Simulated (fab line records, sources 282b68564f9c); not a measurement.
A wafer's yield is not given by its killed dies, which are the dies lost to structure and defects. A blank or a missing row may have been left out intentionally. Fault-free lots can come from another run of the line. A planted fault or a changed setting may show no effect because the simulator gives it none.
fab line records	flow rit_cmos
record lots=15	wafers=45	last_day=7
route steps=202 shown ACTIVE@16 PWELL@45 NRETRO@54 PRETRO@74 GATE@83
lots untouched by any fault: they come from a run of this same line in which no faults occurred
start_h: hours from the record's opening day to when the first of the lot's shown wafers began	wait_h: how many hours have passed since the lot's step before this one	" repeats the value in the row above	L1.1+2: a row that stands for several wafers	- either no value or no given start	* or withheld: withheld	< > ~ a bound
route shown NAME@n: names a module that has steps shown in the file, with the first one's number in the route	usual: average and standard deviation across the fault-free wafers	same: alike in all rows	chamber/n: place in a boat	sites: the reading at each site	_std_site: their standard deviation	_edge_site: outer sites' mean less inner sites'	radius_mm: for every site, how far away it sits from the centre of the wafer	mask NAME#n: copy n	behind: tool/chamber where the wafer was last shaped	hold: the reason the lot was held/the length of the hold in hours/how it ended	device: transistor that didn't switch, given as n, p or np	end of line: at the end of the route, the tests of the same wafers	a step without rows: its recipe alone	killed: dies that structure and defects cost at the first sort, which is not the same as the wafer's yield	map: the dies of a wafer, with x for killed, . for not killed, _ for no die there
set.NAME: the setting that was run; set.NAME@STEP: the one run at that earlier step	model.NAME: the simulator's own value behind a step, which no gauge read
the route's steps for a sample of lots (tables are steps, rows are wafers)
## steps
# step RIT_ACTIVE_CD_MEAS_90
# recipe target_cd_nm=1400
# usual cd_nm=1400.8/2.6
lot.wafer	tool	chamber	start_h	wait_h	cd_nm
L773.1	cd_sem-01	-	15.14	0.1	1400.0
L773.5	"	-	"	"	1398.8
L773.6	"	-	"	"	1399.8
L774.2	cd_sem-02	-	20.84	0.1	1402.2
L774.3	"	-	"	"	1401.3
L774.4	"	-	"	"	1403.4
L775.3	cd_sem-01	-	27.34	0.1	1401.4
L775.4	"	-	"	"	1401.1
L775.6	"	-	"	"	1402.3
L777.1	cd_sem-02	-	36.63	0.1	1403.0
L777.2	"	-	"	"	1403.0
L777.4	"	-	"	"	1403.2
L779.1	cd_sem-01	-	46.08	0.1	1400.9
L779.2	"	-	"	"	1400.4
L779.6	"	-	"	"	1400.9
L780.1	cd_sem-01	-	50.14	0.1	1398.9
L780.3	"	-	"	"	1397.5
L780.5	"	-	"	"	1398.6
L781.1	cd_sem-02	-	56.24	0.1	1403.8
L781.2	"	-	"	"	1403.5
L781.3	"	-	"	"	1403.7
L786.2	cd_sem-02	-	80.91	0.1	1400.1
L786.4	"	-	"	"	1398.1
L786.5	"	-	"	"	1400.3
L788.1	cd_sem-02	-	90.02	0.1	1400.6
L788.3	"	-	"	"	1404.0
L788.4	"	-	"	"	1401.3
L789.1	cd_sem-01	-	96.42	0.1	1392.9
L789.5	"	-	"	"	1395.6
L789.6	"	-	"	"	1395.7
L790.2	cd_sem-02	-	100.16	0.1	1402.4
L790.4	"	-	"	"	1402.5
L790.5	"	-	"	"	1402.2
L791.1	cd_sem-01	-	105.17	0.1	1398.7
L791.3	"	-	"	"	1398.5
L791.6	"	-	"	"	1397.6
L792.1	cd_sem-01	-	110.73	0.1	1399.2
L792.5	"	-	"	"	1400.3
L792.6	"	-	"	"	1396.6
L794.1	cd_sem-02	-	120.02	0.1	1399.5
L794.2	"	-	"	"	1398.7
L794.3	"	-	"	"	1401.3
L796.1	cd_sem-02	-	130.28	0.1	1402.5
L796.4	"	-	"	"	1401.3
L796.5	"	-	"	"	1401.7
# step RIT_PWELL_OVL_MEAS_06
# usual PWELL_OVL=-0.2/1.4
lot.wafer	tool	chamber	start_h	wait_h	PWELL_OVL[nm]
L773.1	overlay-01	-	22.00	-	1.8
L773.5	"	-	"	"	-0.8
L773.6	"	-	"	"	-0.7
L774.2	overlay-02	-	29.28	-	-0.9
L774.3	"	-	"	"	2.1
L774.4	"	-	"	"	-0.9
L775.3	overlay-02	-	35.37	-	-1.5
L775.4	"	-	"	"	-2.4
L775.6	"	-	"	"	-0.9
L777.1	overlay-01	-	43.79	-	2.2
L777.2	"	-	"	"	1.5
L777.4	"	-	"	"	0.3
L779.1	overlay-01	-	56.72	-	0.4
L779.2	"	-	"	"	0.6
L779.6	"	-	"	"	1.1
L780.1	overlay-01	-	57.79	-	2.0
L780.3	"	-	"	"	1.8
L780.5	"	-	"	"	0.5
L781.1	overlay-01	-	63.05	-	1.8
L781.2	"	-	"	"	1.8
L781.3	"	-	"	"	-0.9
L786.2	overlay-01	-	87.87	-	0.8
L786.4	"	-	"	"	0.3
L786.5	"	-	"	"	-2.3
L788.1	overlay-01	-	96.91	-	0.8
L788.3	"	-	"	"	0.2
L788.4	"	-	"	"	0.5
L789.1	overlay-01	-	103.31	-	0.3
L789.5	"	-	"	"	-1.0
L789.6	"	-	"	"	1.4
L790.2	overlay-02	-	106.97	-	0.2
L790.4	"	-	"	"	-1.6
L790.5	"	-	"	"	-1.0
L791.1	overlay-02	-	112.14	-	-1.7
L791.3	"	-	"	"	-1.1
L791.6	"	-	"	"	-1.7
L792.1	overlay-01	-	118.60	-	-2.4
L792.5	"	-	"	"	-1.7
L792.6	"	-	"	"	-1.4
L794.1	overlay-02	-	128.48	-	-0.7
L794.2	"	-	"	"	-2.9
L794.3	"	-	"	"	-2.2
L796.1	overlay-01	-	137.13	-	-0.5
L796.4	"	-	"	"	-0.2
L796.5	"	-	"	"	-0.9
# step RIT_NRETRO_COAT_01
# recipe resist=NOVOLAK	spin_rpm=2000	resist_thk_nm=1300
# usual chill_plate_temp_C=22.99/0.1	dispense_pressure_kPa=51.4/2.4
lot.wafer	tool	chamber	start_h	wait_h	chill_plate_temp_C	dispense_pressure_kPa
L773.1	litho_track-02	0	29.42	0.1	22.97	54.0
L773.5	"	0	"	"	23.00	54.0
L773.6	"	0	"	"	23.03	54.0
L774.2	litho_track-02	0	35.44	0.1	22.70	53.9
L774.3	"	0	"	"	23.02	54.0
L774.4	"	0	"	"	22.90	54.0
L775.3	litho_track-03	0	41.55	0.1	22.76	47.0
L775.4	"	0	"	"	22.84	46.9
L775.6	"	0	"	"	22.68	46.9
L777.1	litho_track-02	0	49.93	0.1	22.97	54.0
L777.2	"	0	"	"	23.06	54.0
L777.4	"	0	"	"	23.09	54.0
L779.1	litho_track-02	-	62.87	0.1	-	-
L779.2	"	-	"	"	-	-
L779.6	"	-	"	"	-	-
L780.1	litho_track-02	-	64.08	0.1	-	-
L780.3	"	-	"	"	-	-
L780.5	"	-	"	"	-	-
L781.1	litho_track-02	-	69.19	0.1	-	-
L781.2	"	-	"	"	-	-
L781.3	"	-	"	"	-	-
L786.2	litho_track-02	0	94.04	0.1	23.12	54.0
L786.4	"	0	"	"	23.08	53.9
L786.5	"	0	"	"	23.18	53.9
L788.1	litho_track-04	0	103.05	0.1	22.94	50.2
L788.3	"	0	"	"	22.91	50.3
L788.4	"	0	"	"	23.00	50.2
L789.1	litho_track-02	0	109.47	0.1	22.88	53.9
L789.5	"	0	"	"	22.94	53.9
L789.6	"	0	"	"	22.97	54.0
L790.2	litho_track-04	0	113.21	0.1	23.16	50.2
L790.4	"	0	"	"	23.06	50.3
L790.5	"	0	"	"	23.00	50.2
L791.1	litho_track-04	0	118.28	0.1	22.99	50.2
L791.3	"	0	"	"	23.07	50.3
L791.6	"	0	"	"	22.92	50.2
L792.1	litho_track-04	0	124.75	0.1	22.99	50.3
L792.5	"	0	"	"	22.96	50.3
L792.6	"	0	"	"	23.01	50.2
L794.1	litho_track-02	0	134.63	0.1	22.94	53.9
L794.2	"	0	"	"	23.14	54.0
L794.3	"	0	"	"	23.11	53.9
L796.1	litho_track-04	0	143.38	0.1	22.99	50.3
L796.4	"	0	"	"	23.06	50.2
L796.5	"	0	"	"	22.79	50.3
# step RIT_NRETRO_OVL_MEAS_06
# usual NRETRO_OVL=-1.1/1.4
lot.wafer	tool	chamber	start_h	wait_h	NRETRO_OVL[nm]
L773.1	overlay-01	-	30.15	-	-0.9
L773.5	"	-	"	"	-1.5
L773.6	"	-	"	"	0.4
L774.2	overlay-01	-	36.33	-	-1.3
L774.3	"	-	"	"	-1.6
L774.4	"	-	"	"	-1.2
L775.3	overlay-02	-	42.37	-	-1.4
L775.4	"	-	"	"	0.7
L775.6	"	-	"	"	2.4
L777.1	overlay-02	-	50.66	-	-0.2
L777.2	"	-	"	"	-1.7
L777.4	"	-	"	"	-1.6
L779.1	overlay-01	-	63.72	-	-
L779.2	"	-	"	"	-
L779.6	"	-	"	"	-
L780.1	overlay-01	-	64.92	-	-
L780.3	"	-	"	"	-
L780.5	"	-	"	"	-
L781.1	overlay-01	-	69.92	-	-
L781.2	"	-	"	"	-
L781.3	"	-	"	"	-
L786.2	overlay-02	-	94.75	-	-2.2
L786.4	"	-	"	"	-2.2
L786.5	"	-	"	"	-1.9
L788.1	overlay-01	-	103.78	-	-0.5
L788.3	"	-	"	"	0.3
L788.4	"	-	"	"	-0.2
L789.1	overlay-02	-	110.32	-	-1.7
L789.5	"	-	"	"	-3.2
L789.6	"	-	"	"	-1.8
L790.2	overlay-01	-	114.05	-	-1.0
L790.4	"	-	"	"	-0.6
L790.5	"	-	"	"	-2.8
L791.1	overlay-02	-	119.01	-	-4.3
L791.3	"	-	"	"	-1.2
L791.6	"	-	"	"	0.2
L792.1	overlay-01	-	125.60	-	0.8
L792.5	"	-	"	"	1.2
L792.6	"	-	"	"	1.2
L794.1	overlay-02	-	135.36	-	-0.4
L794.2	"	-	"	"	-0.5
L794.3	"	-	"	"	-0.9
L796.1	overlay-02	-	144.12	-	-1.8
L796.4	"	-	"	"	-0.9
L796.5	"	-	"	"	-1.2
# step RIT_PRETRO_TW_MEAS_10
# usual PRETRO_TW=473/3.5
lot.wafer	tool	chamber	start_h	wait_h	PRETRO_TW
L773.1	film_metro-04	-	32.31	0.1	477
L773.5	"	-	"	"	476
L773.6	"	-	"	"	474
L774.2	film_metro-01	-	38.62	0.1	473
L774.3	"	-	"	"	474
L774.4	"	-	"	"	476
L775.3	film_metro-01	-	45.02	0.1	474
L775.4	"	-	"	"	475
L775.6	"	-	"	"	474
L777.1	film_metro-01	-	52.83	0.1	469
L777.2	"	-	"	"	469
L777.4	"	-	"	"	470
L779.1	film_metro-01	-	66.01	0.1	1055
L779.2	"	-	"	"	1064
L779.6	"	-	"	"	1061
L780.1	film_metro-01	-	67.34	0.1	1067
L780.3	"	-	"	"	1066
L780.5	"	-	"	"	1065
L781.1	film_metro-01	-	72.21	0.1	1061
L781.2	"	-	"	"	1067
L781.3	"	-	"	"	1060
L786.2	film_metro-01	-	97.07	0.1	470
L786.4	"	-	"	"	469
L786.5	"	-	"	"	470
L788.1	film_metro-02	-	106.18	0.1	478
L788.3	"	-	"	"	476
L788.4	"	-	"	"	481
L789.1	film_metro-02	-	112.92	0.1	478
L789.5	"	-	"	"	479
L789.6	"	-	"	"	478
L790.2	film_metro-04	-	116.21	0.1	474
L790.4	"	-	"	"	473
L790.5	"	-	"	"	475
L791.1	film_metro-04	-	121.17	0.1	473
L791.3	"	-	"	"	477
L791.6	"	-	"	"	473
L792.1	film_metro-01	-	127.89	0.1	472
L792.5	"	-	"	"	478
L792.6	"	-	"	"	473
L794.1	film_metro-01	-	137.71	0.1	476
L794.2	"	-	"	"	474
L794.3	"	-	"	"	476
L796.1	film_metro-04	-	146.28	0.1	476
L796.4	"	-	"	"	475
L796.5	"	-	"	"	477
# step RIT_GATE_THK_MEAS_07
# recipe reads=SiO2_of_GATE_OXIDATION_05
# usual GATE_OXIDE_THK=3.01/0.064
lot.wafer	tool	chamber	start_h	wait_h	GATE_OXIDE_THK[nm]
L773.1	film_metro-03	-	34.99	0.0	3.06
L773.5	"	-	"	"	3.07
L773.6	"	-	"	"	3.12
L774.2	film_metro-02	-	41.37	0.0	3.08
L774.3	"	-	"	"	3.07
L774.4	"	-	"	"	3.08
L775.3	film_metro-03	-	48.39	0.0	3.01
L775.4	"	-	"	"	3.00
L775.6	"	-	"	"	3.11
L777.1	film_metro-02	-	54.82	0.0	3.09
L777.2	"	-	"	"	3.07
L777.4	"	-	"	"	3.12
L779.1	film_metro-03	-	67.89	0.0	3.02
L779.2	"	-	"	"	3.10
L779.6	"	-	"	"	3.06
L780.1	film_metro-02	-	69.22	0.0	2.98
L780.3	"	-	"	"	3.05
L780.5	"	-	"	"	3.03
L781.1	film_metro-03	-	75.29	0.0	2.99
L781.2	"	-	"	"	3.00
L781.3	"	-	"	"	3.02
L786.2	film_metro-04	-	99.56	0.0	3.00
L786.4	"	-	"	"	2.95
L786.5	"	-	"	"	3.07
L788.1	film_metro-02	-	108.88	0.0	3.08
L788.3	"	-	"	"	3.08
L788.4	"	-	"	"	2.98
L789.1	film_metro-03	-	115.27	0.0	3.01
L789.5	"	-	"	"	2.92
L789.6	"	-	"	"	3.02
L790.2	film_metro-03	-	118.39	0.0	3.07
L790.4	"	-	"	"	3.05
L790.5	"	-	"	"	3.10
L791.1	film_metro-04	-	123.13	0.0	2.85
L791.3	"	-	"	"	2.96
L791.6	"	-	"	"	2.93
L792.1	film_metro-04	-	130.27	0.0	2.91
L792.5	"	-	"	"	2.89
L792.6	"	-	"	"	2.89
L794.1	film_metro-03	-	140.03	0.0	3.03
L794.2	"	-	"	"	3.02
L794.3	"	-	"	"	3.06
L796.1	film_metro-03	-	148.14	0.0	2.95
L796.4	"	-	"	"	2.86
L796.5	"	-	"	"	2.92
## key
first_sign step=RIT_NRETRO_COAT_01	reading=tool_record	direction=missing
effect step=RIT_NRETRO_OVL_MEAS_06	reading=NRETRO_OVL	direction=missing
effect step=RIT_PRETRO_TW_MEAS_10	reading=PRETRO_TW	direction=up	sigmas=99+	usual=473	struck=1063
met_at RIT_NRETRO_COAT_01
struck_lots L779,L780,L781
sort_left_out L779.1,L779.2,L779.6,L780.1,L780.3,L780.5,L781.1,L781.2,L781.3
tester_left_out L779,L780,L781
not_acting_at RIT_ACTIVE_CD_MEAS_90,RIT_PWELL_OVL_MEAS_06,RIT_GATE_THK_MEAS_07
onset_between 49.93 62.87
fault kind=skipped_step_whole	tool=litho_track-02	chamber=-	onset_h=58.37	steps=RIT_NRETRO_COAT_01	scope=struck_lots_only
# tester_left_out: of these lots the tester's yield and bins aren't shown, on N5 and GAA mostly nor the transistor test; their killed dies are dies lost to structure and defects alone, not to doping, threshold or leakage, so they don't give the yield
# sort_left_out: the simulated sort isn't trusted on such a fault, so these wafers' sort isn't shown, and their yield isn't known
